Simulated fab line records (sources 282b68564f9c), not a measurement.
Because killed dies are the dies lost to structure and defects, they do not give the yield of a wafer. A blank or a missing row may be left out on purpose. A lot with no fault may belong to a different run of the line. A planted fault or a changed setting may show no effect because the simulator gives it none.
fab line records | flow ritCmos
record: lots: 6 wafers: 18 lastDay: 7
route steps=202 shown PSD@150 SDANNEAL@153 NSD@158 PLDD@159 NLDD@160 SILICIDE@161 M1@202
lots with no fault: from the same line, run without faults
startH: start of the lot's first displayed wafer, in hours after the record's first day | waitH: hours from the lot's prior step to this one | " as in the row above | L1.1+2: several wafers, shown together as one row | - no value, or no start given | * or withheld: withheld | < > ~ a bound
route shown NAME@n: names a module that has steps shown in the file, with the first one's number in the route | usual: the fault-free wafers' mean and standard deviation | same: alike in all rows | chamber/n: place in a boat | sites: the reading at each site | _std_site: the standard deviation of these | _edge_site: inner sites' mean taken away from outer sites' mean | radiusMm: how far each site lies from the wafer's centre | mask NAME#n: copy n | behind: the last tool/chamber to shape the wafer | hold: cause of the lot's hold/its duration in hours/its outcome | device: the n, p or np transistor that did not switch | end of line: the route-end tests of the same wafers | a step without rows: its recipe alone | killed: count of dies lost to structure and defects at first sort (not the wafer's yield) | map: a wafer's dies, x killed, . not, _ none there
set.NAME: the run value of the setting; set.NAME@STEP: its run value at that earlier step | model.NAME: the simulator's own value behind a step, which no gauge read
lots at some steps of the route; a table a step, a row a wafer
services: from which hour (startH, from the record's first day; less than 0 if before it) a tool's chamber was out of use, for how many hours, and why
== steps ==
step: RIT_PSD_IMPLANT_08
recipe: species: BF2 energyKev: 27 doseCm2: 5e+15 tiltDeg: 7
step: RIT_PSD_STRIP_09
recipe: chemistry: O2 timeS: 180 resist: NOVOLAK platenTempC: withheld powerW: 500 pressureMtorr: 4000 o2FlowSccm: 4000
usual: drypumpMotorCurrentA: 5.8/0.38 o2FlowSccm: 4000/13
same: timeS: 180
columns lot.wafer tool chamber startH waitH drypumpMotorCurrentA o2FlowSccm rfHoursCounterH
L359.2 plasmaAsher-01 0 64.40 0.1 5.6 3981 44
L359.3 " 1 " " 6.3 3996 -
L359.6 " 0 " " 5.5 3989 -
L364.1 plasmaAsher-01 1 92.22 0.1 6.3 3985 47
L364.3 " 0 " " 5.5 4004 -
L364.6 " 1 " " 6.3 3993 -
L370.1 plasmaAsher-02 0 120.96 0.1 5.1 4013 36
L370.4 " 1 " " 6.0 4011 -
L370.5 " 0 " " 5.1 4002 -
L372.4 plasmaAsher-02 0 129.81 0.1 5.1 4016 -
L372.5 " 1 " " 6.0 4008 -
L372.6 " 0 " " 5.1 4014 -
L374.1 plasmaAsher-03 0 139.94 0.1 6.1 3971 2
L374.5 " 0 " " 6.1 3987 -
L374.6 " 1 " " 5.4 4003 -
L379.1 plasmaAsher-01 0 164.85 0.1 5.6 3987 55
L379.2 " 1 " " 6.3 3997 55
L379.6 " 1 " " 6.3 4001 -
step: RIT_PSD_TW_MEAS_10
usual: PSD_TW: 3441/47
columns lot.wafer tool chamber startH waitH PSD_TW
L359.2 filmMetro-04 - 64.59 0.1 3448
L359.3 " - " " 3459
L359.6 " - " " 3468
L364.1 filmMetro-02 - 92.40 0.1 3388
L364.3 " - " " 3371
L364.6 " - " " 3402
L370.1 filmMetro-02 - 121.13 0.1 3359
L370.4 " - " " 3355
L370.5 " - " " 3359
L372.4 filmMetro-04 - 129.95 0.1 3420
L372.5 " - " " 3413
L372.6 " - " " 3410
L374.1 filmMetro-04 - 140.11 0.1 3457
L374.5 " - " " 3430
L374.6 " - " " 3430
L379.1 filmMetro-02 - 165.03 0.1 3382
L379.2 " - " " 3372
L379.6 " - " " 3391
step: RIT_SDANNEAL_CLEAN_00
recipe: chemistry: SC1 mix: 3:3:50 timeS: 600 tempC: 75
step: RIT_SDANNEAL_CLEAN_01
recipe: chemistry: dHF dilution: 50:1 timeS: 30
step: RIT_SDANNEAL_CLEAN_02
recipe: chemistry: SC2 mix: 3:3:50 timeS: 600 tempC: 75 dry: n2Spin
step: RIT_SDANNEAL_RTA_03
recipe: tempC: 1050 timeS: 5 idleTempC: 600 rampUpCPerS: 342 rampDownCPerS: 171 coolToC: 600 ambient: N2
usual: annealTempCMax: 1054.5/1.5 wafer_temp_C_max: 1053.5/1.1
same: timeS: 5
columns lot.wafer tool chamber startH waitH annealTempCMax wafer_temp_C_max
L359.2 rtpAnneal-01 0 65.02 0.0 1054.9 1053.2
L359.3 " 0 " " 1056.2 1054.3
L359.6 " 0 " " 1055.3 1052.3
L364.1 rtpAnneal-02 0 92.82 0.0 1053.0 1052.5
L364.3 " 0 " " 1052.8 1052.7
L364.6 " 0 " " 1052.7 1053.0
L370.1 rtpAnneal-01 0 121.56 0.0 1056.0 1054.4
L370.4 " 0 " " 1054.9 1052.4
L370.5 " 0 " " 1054.2 1054.6
L372.4 rtpAnneal-01 0 130.38 0.0 1057.2 1056.3
L372.5 " 0 " " 1056.5 1051.9
L372.6 " 0 " " 1057.1 1053.1
L374.1 rtpAnneal-01 0 140.61 0.0 1056.5 1053.3
L374.5 " 0 " " 1055.6 1054.4
L374.6 " 0 " " 1054.8 1053.3
L379.1 rtpAnneal-02 0 165.45 0.0 1052.2 1053.4
L379.2 " 0 " " 1051.8 1055.9
L379.6 " 0 " " 1052.9 1052.9
step: RIT_SDANNEAL_RS_MEAS_04
recipe: thkMeasGauge: four-point-probe
usual: PSD_RS: 115.91/0.27
columns lot.wafer tool chamber startH waitH PSD_RS[ohm/sq]
L359.2 filmMetro-04 - 65.08 0.1 116.11
L359.3 " - " " 115.81
L359.6 " - " " 115.87
L364.1 filmMetro-02 - 92.88 0.0 116.08
L364.3 " - " " 116.19
L364.6 " - " " 116.08
L370.1 filmMetro-04 - 121.62 0.0 115.31
L370.4 " - " " 115.85
L370.5 " - " " 115.48
L372.4 filmMetro-04 - 130.47 0.1 115.98
L372.5 " - " " 116.04
L372.6 " - " " 115.80
L374.1 filmMetro-04 - 140.67 0.0 116.19
L374.5 " - " " 116.16
L374.6 " - " " 115.95
L379.1 filmMetro-04 - 165.51 0.0 115.74
L379.2 " - " " 116.21
L379.6 " - " " 116.14
step: RIT_SDANNEAL_RS_MEAS_05
recipe: thkMeasGauge: four-point-probe
usual: NSD_RS: 84.57/0.28
columns lot.wafer tool chamber startH waitH NSD_RS[ohm/sq]
L359.2 filmMetro-04 - 65.20 0.1 84.68
L359.3 " - " " 84.37
L359.6 " - " " 84.25
L364.1 filmMetro-02 - 93.00 0.1 84.28
L364.3 " - " " 84.37
L364.6 " - " " 84.10
L370.1 filmMetro-04 - 121.74 0.1 84.54
L370.4 " - " " 84.31
L370.5 " - " " 84.46
L372.4 filmMetro-04 - 130.59 0.1 84.45
L372.5 " - " " 84.27
L372.6 " - " " 84.33
L374.1 filmMetro-04 - 140.79 0.1 84.28
L374.5 " - " " 84.45
L374.6 " - " " 84.21
L379.1 filmMetro-04 - 165.63 0.1 84.30
L379.2 " - " " 84.54
L379.6 " - " " 84.68
step: RIT_SDANNEAL_RS_MEAS_06
recipe: thkMeasGauge: four-point-probe
usual: PLDD_RS: 178.7/0.53
columns lot.wafer tool chamber startH waitH PLDD_RS[ohm/sq]
L359.2 filmMetro-04 - 65.32 0.1 178.2
L359.3 " - " " 177.8
L359.6 " - " " 178.0
L364.1 filmMetro-02 - 93.12 0.1 179.4
L364.3 " - " " 179.4
L364.6 " - " " 179.3
L370.1 filmMetro-04 - 121.86 0.1 177.8
L370.4 " - " " 178.5
L370.5 " - " " 177.7
L372.4 filmMetro-04 - 130.71 0.1 178.8
L372.5 " - " " 178.3
L372.6 " - " " 178.3
L374.1 filmMetro-04 - 140.91 0.1 178.6
L374.5 " - " " 178.4
L374.6 " - " " 178.4
L379.1 filmMetro-04 - 165.75 0.1 179.3
L379.2 " - " " 178.7
L379.6 " - " " 178.9
step: RIT_SDANNEAL_RS_MEAS_07
recipe: thkMeasGauge: four-point-probe
usual: NLDD_RS: 151.7/0.54
columns lot.wafer tool chamber startH waitH NLDD_RS[ohm/sq]
L359.2 filmMetro-04 - 65.44 0.1 152.9
L359.3 " - " " 152.3
L359.6 " - " " 152.4
L364.1 filmMetro-02 - 93.24 0.1 152.9
L364.3 " - " " 152.1
L364.6 " - " " 151.9
L370.1 filmMetro-04 - 121.98 0.1 150.9
L370.4 " - " " 150.8
L370.5 " - " " 151.1
L372.4 filmMetro-04 - 130.83 0.1 152.0
L372.5 " - " " 152.1
L372.6 " - " " 151.9
L374.1 filmMetro-04 - 141.03 0.1 151.4
L374.5 " - " " 152.5
L374.6 " - " " 151.7
L379.1 filmMetro-04 - 165.87 0.1 151.6
L379.2 " - " " 151.4
L379.6 " - " " 151.8
step: RIT_SILICIDE_WET_ETCH_00
recipe: chemistry: BOE target: SiO2 targetDepthNm: 14 timeS: 15 dry: n2Spin dilution: 10:1 tempC: 21.5
step: RIT_SILICIDE_SPUTTER_01
recipe: material: Ti targetThkNm: 30 powerW: 350 chamberPressurePa: 0.667 gas: Ar timeS: 240 substrateTempC: 25
usual: cathodeDcPowerW: 350.00/0.063 throttleValvePct: 30.1/0.79
columns lot.wafer tool chamber startH waitH cathodeDcPowerW throttleValvePct model.Ti_of_SILICIDE_SPUTTER_01.thkNm
L359.2 pvdSputter-02 - 65.56 0.0 350.07 29.8 30
L359.3 " - " " 350.02 29.4 30
L359.6 " - " " 349.98 30.1 29.89
L364.1 pvdSputter-04 - 93.37 0.0 349.92 28.9 29.98
L364.3 " - " " 349.99 30.7 29.88
L364.6 " - " " 350.09 29.3 29.67
L370.1 pvdSputter-03 - 122.11 0.0 350.01 30.4 30.04
L370.4 " - " " 350.03 30.4 30.22
L370.5 " - " " 349.89 29.2 30.1
L372.4 pvdSputter-04 - 130.91 0.0 350.05 29.4 29.33
L372.5 " - " " 350.05 29.6 29.56
L372.6 " - " " 350.00 28.9 26.82
L374.1 pvdSputter-04 - 141.16 0.0 350.05 29.3 29.76
L374.5 " - " " 350.01 29.1 26.84
L374.6 " - " " 350.03 30.6 30.05
L379.1 pvdSputter-02 - 166.00 0.0 350.09 29.9 30.05
L379.2 " - " " 349.95 31.7 30.02
L379.6 " - " " 349.84 31.6 30.13
step: RIT_SILICIDE_RS_MEAS_02
recipe: thkMeasGauge: four-point-probe reads: Ti_of_SILICIDE_SPUTTER_01
usual: SILICIDE_TI_RS: 48.0/0.69
columns lot.wafer tool chamber startH waitH SILICIDE_TI_RS[ohm/sq]
L359.2 filmMetro-01 - 65.73 0.1 47.9
L359.3 " - " " 47.8
L359.6 " - " " 48.1
L364.1 filmMetro-03 - 93.54 0.1 48.0
L364.3 " - " " 48.2
L364.6 " - " " 48.6
L370.1 filmMetro-03 - 122.26 0.1 47.8
L370.4 " - " " 47.7
L370.5 " - " " 47.9
L372.4 filmMetro-01 - 131.12 0.1 49.3
L372.5 " - " " 48.8
L372.6 " - " " 55.1
L374.1 filmMetro-02 - 141.31 0.1 48.4
L374.5 " - " " 55.1
L374.6 " - " " 47.8
L379.1 filmMetro-02 - 166.15 0.1 47.8
L379.2 " - " " 48.0
L379.6 " - " " 47.6
step: RIT_SILICIDE_THK_MEAS_03
recipe: thkMeasGauge: xrf reads: Ti_of_SILICIDE_SPUTTER_01
usual: SILICIDE_TI_THK: 29.3/0.35
columns lot.wafer tool chamber startH waitH SILICIDE_TI_THK[nm]
L359.2 filmMetro-01 - 65.84 0.1 29.1
L359.3 " - " " 29.1
L359.6 " - " " 29.0
L364.1 filmMetro-03 - 93.66 0.1 29.6
L364.3 " - " " 29.5
L364.6 " - " " 29.2
L370.1 filmMetro-03 - 122.38 0.1 29.4
L370.4 " - " " 29.6
L370.5 " - " " 29.5
L372.4 filmMetro-01 - 131.21 0.1 28.5
L372.5 " - " " 28.8
L372.6 " - " " 26.1
L374.1 filmMetro-02 - 141.43 0.1 29.0
L374.5 " - " " 26.2
L374.6 " - " " 29.3
L379.1 filmMetro-02 - 166.27 0.1 29.4
L379.2 " - " " 29.2
L379.6 " - " " 29.4
step: RIT_SILICIDE_RTA_04
recipe: tempC: 650 timeS: 10 idleTempC: 25 rampUpS: 5 rampDownS: 5 coolToC: 25 ambient: N2
usual: annealTempCMax: 653.0/1.1 wafer_temp_C_max: 653.9/1.8
same: timeS: 10
columns lot.wafer tool chamber startH waitH annealTempCMax wafer_temp_C_max
L359.2 rtpAnneal-02 0 65.90 0.1 651.7 657.3
L359.3 " 0 " " 652.5 655.3
L359.6 " 0 " " 652.2 656.7
L364.1 rtpAnneal-02 0 93.72 0.1 651.6 655.7
L364.3 " 0 " " 652.1 655.4
L364.6 " 0 " " 651.9 656.5
L370.1 rtpAnneal-02 0 122.44 0.1 651.5 656.9
L370.4 " 0 " " 652.2 654.8
L370.5 " 0 " " 651.8 657.9
L372.4 rtpAnneal-02 0 131.28 0.1 651.7 654.4
L372.5 " 0 " " 651.8 656.0
L372.6 " 0 " " 651.8 656.1
L374.1 rtpAnneal-02 0 141.49 0.1 652.6 656.4
L374.5 " 0 " " 652.8 655.2
L374.6 " 0 " " 652.5 657.8
L379.1 rtpAnneal-01 0 166.33 0.1 653.2 652.5
L379.2 " 0 " " 653.6 652.3
L379.6 " 0 " " 654.1 652.2
step: RIT_M1_PROBE_99
usual: killed_at_M0_to_M3: 0.0/0.12 killedAtFrontEnd: 7/3.1 killedDies: 7/3.1 killedOpen: 3.6/2.3 killedShort: 3.2/2
same: grossDies: 264 killed_at_M4_up: 0 killedAtBackSide: 0 killedAtContacts: 0 killedAtOther: 0
columns lot.wafer tool chamber startH waitH killed_at_M0_to_M3 killedAtFrontEnd killedDies killedOpen killedShort model.etest.npolyLine.lineOhmUm model.etest.ppolyLine.lineOhmUm model.etest.contactNplus.endOhmUm model.etest.contactPplus.endOhmUm model.etest.npolyLine.rsOhmSq model.etest.ppolyLine.rsOhmSq model.etest.npolySal.rsOhmSq model.etest.ppolySal.rsOhmSq
L359.2 prober-01 - 73.61 0.1 0 10 10 3 7 162.9 158.4 41.67 43.95 16.96 16.44 4.342 4.344
L359.3 prober-01 - 73.66 0.2 0 5 5 4 1 165.8 158.5 40.37 44.45 16.93 16.59 4.367 4.343
L359.6 prober-01 - 73.81 0.2 0 4 4 2 2 162.2 157.1 40.82 44.1 16.99 16.59 4.376 4.372
L364.1 prober-01 - 100.47 0.1 0 7 7 5 2 164 158.8 40.93 44.2 17.03 16.49 4.325 4.311
L364.3 prober-01 - 100.57 0.2 1 10 11 6 4 165.1 158.5 42.38 44.24 17.06 16.43 4.296 4.284
L364.6 prober-01 - 100.72 0.2 0 11 11 3 8 167.9 160.8 40.86 44.3 17.11 16.61 4.366 4.316
L370.1 prober-01 - 129.85 0.1 0 4 4 3 1 159.3 153.1 40.91 45.13 16.97 16.24 4.362 4.309
L370.4 prober-01 - 130.00 0.2 0 9 9 2 7 158.7 153.2 41.88 45.32 16.8 16.55 4.328 4.276
L370.5 prober-01 - 130.05 0.2 0 8 8 5 3 153.2 149.7 41.47 45.19 16.9 16.35 4.374 4.336
L372.4 prober-01 - 138.29 0.2 0 8 8 2 6 169.4 163.3 40.92 44.28 17.34 16.76 4.417 4.362
L372.5 prober-01 - 138.34 0.2 0 10 10 5 5 168.6 160.3 41.95 44.97 17.17 16.74 4.389 4.372
L372.6 prober-01 - 138.39 0.2 0 4 4 2 2 180.5 169 38.72 41.31 18.45 17.74 4.799 4.777
L374.1 prober-01 - 148.44 0.1 0 3 3 3 0 165.9 158.8 42.59 43.27 17.06 16.55 4.373 4.352
L374.5 prober-01 - 148.64 0.2 0 9 9 7 2 176.9 170.7 37.9 41.22 18.45 17.9 4.769 4.78
L374.6 prober-01 - 148.69 0.2 0 6 6 3 3 167.6 159.7 40.84 43.46 16.95 16.5 4.36 4.317
L379.1 prober-02 - 173.01 0.1 0 12 12 9 3 164 158.7 41.42 45.43 16.85 16.6 4.327 4.286
L379.2 prober-02 - 173.06 0.1 0 1 1 0 1 161.8 155.8 41.19 45.26 16.97 16.44 4.333 4.322
L379.6 prober-02 - 173.26 0.2 0 4 4 2 2 160.7 154.5 41.81 43.03 16.9 16.64 4.306 4.271
killed by level:class
L359.2 GATE:geometricParticle:short=4 GATE:geometricParticle:open=2 REOX:geometricParticle:short=2 SPACER:geometricParticle:open=1 SILICIDE:geometricParticle:short=1
L359.3 GATE:geometricParticle:open=2 GATE:geometricParticle:short=1 REOX:geometricParticle:open=1 SILICIDE:geometricParticle:open=1
L359.6 ACTIVE:geometricParticle:short=1 REOX:geometricParticle:open=1 SPACER:geometricParticle:short=1 SPACER:geometricParticle:open=1
L364.1 GATE:geometricParticle:open=3 GATE:geometricParticle:short=2 FOX1:geometricParticle:open=1 SPACER:geometricParticle:open=1
L364.3 GATE:geometricParticle:short=3 FOX1:geometricParticle:open=2 GATE:geometricParticle:open=2 FOX2:geometricParticle:open=1 FOX2:geometricParticle:short=1 SPACER:geometricParticle:open=1 M1:coatMicrobubblePrinted=1
L364.6 GATE:geometricParticle:short=4 FOX1:geometricParticle:short=1 FOX2:geometricParticle:short=1 GATE:geometricParticle:open=1 SPACER:geometricParticle:short=1 SPACER:geometricParticle:open=1 SILICIDE:geometricParticle:open=1 SILICIDE:geometricParticle:short=1
L370.1 GATE:geometricParticle:open=3 FOX2:geometricParticle:short=1
L370.4 GATE:geometricParticle:short=3 SILICIDE:geometricParticle:short=3 SILICIDE:geometricParticle:open=2 SPACER:geometricParticle:short=1
L370.5 GATE:geometricParticle:open=3 GATE:geometricParticle:short=2 REOX:geometricParticle:open=1 SPACER:geometricParticle:short=1 SILICIDE:geometricParticle:open=1
L372.4 REOX:geometricParticle:short=2 FOX1:geometricParticle:short=1 FOX2:geometricParticle:open=1 FOX2:geometricParticle:short=1 GATE:geometricParticle:open=1 GATE:geometricParticle:short=1 SILICIDE:geometricParticle:short=1
L372.5 REOX:geometricParticle:short=3 FOX1:geometricParticle:open=1 FOX2:geometricParticle:short=1 FOX2:geometricParticle:open=1 GATE:geometricParticle:open=1 REOX:geometricParticle:open=1 SILICIDE:geometricParticle:short=1 SILICIDE:geometricParticle:open=1
L372.6 FOX1:geometricParticle:short=1 FOX2:geometricParticle:open=1 GATE:geometricParticle:open=1 REOX:geometricParticle:short=1
L374.1 SPACER:geometricParticle:open=2 FOX1:geometricParticle:open=1
L374.5 SPACER:geometricParticle:open=4 FOX1:geometricParticle:open=1 GATE:geometricParticle:open=1 REOX:geometricParticle:short=1 REOX:geometricParticle:open=1 SPACER:geometricParticle:short=1
L374.6 GATE:geometricParticle:short=3 GATE:geometricParticle:open=2 FOX1:geometricParticle:open=1
L379.1 REOX:geometricParticle:open=5 REOX:geometricParticle:short=3 FOX1:geometricParticle:open=2 GATE:geometricParticle:open=2
L379.2 REOX:geometricParticle:short=1
L379.6 FOX1:geometricParticle:short=1 REOX:geometricParticle:open=1 REOX:geometricParticle:short=1 SPACER:geometricParticle:open=1
== services ==
columns tool chamber startH hours kind
pvdSputter-04 - 54.55 1.0 repair
pvdSputter-02 - 90.95 2.2 repair
rtpAnneal-01 - 92.35 3.9 pm
plasmaAsher-03 - 108.75 9.0 pm
plasmaAsher-03 0 108.75 9.0 ventCycle
plasmaAsher-03 1 108.75 9.0 ventCycle
pvdSputter-03 - 110.27 1.6 repair
plasmaAsher-03 0 117.75 - clean
plasmaAsher-03 1 117.75 - clean
pvdSputter-02 - 162.73 1.6 repair
== key ==
firstSign: step: RIT_SILICIDE_RS_MEAS_02 reading: SILICIDE_TI_RS direction: up sigmas: 10 usual: 48.0 struck: 55.1
effect: step: RIT_SILICIDE_THK_MEAS_03 reading: SILICIDE_TI_THK direction: down sigmas: 8.9 usual: 29.3 struck: 26.2
modelEffect: step: RIT_SILICIDE_SPUTTER_01 value: Ti_of_SILICIDE_SPUTTER_01.thkNm without: 29.83 struck: 26.83
modelEffect: step: RIT_M1_PROBE_99 value: etest.npolyLine.lineOhmUm without: 168.7 struck: 178.7
metAt RIT_SILICIDE_SPUTTER_01
struckWafers L372.6,L374.5
testerLeftOut L372,L374
onsetBetween 93.37 130.91
fault: kind: processParameterDrift tool: pvdSputter-04 chamber: - onsetH: 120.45 steps: RIT_SILICIDE_SPUTTER_01 channel: targetThkNm offset: -3 shape: step endH: 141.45 actsIn: theseRecipesOnly stated: 30 scope: struckWafersOnly
testerLeftOut: of these lots the tester's yield and bins aren't shown, on N5 and GAA mostly nor the transistor test; their killed dies are dies lost to structure and defects alone, not to doping, threshold or leakage, so they don't give the yield
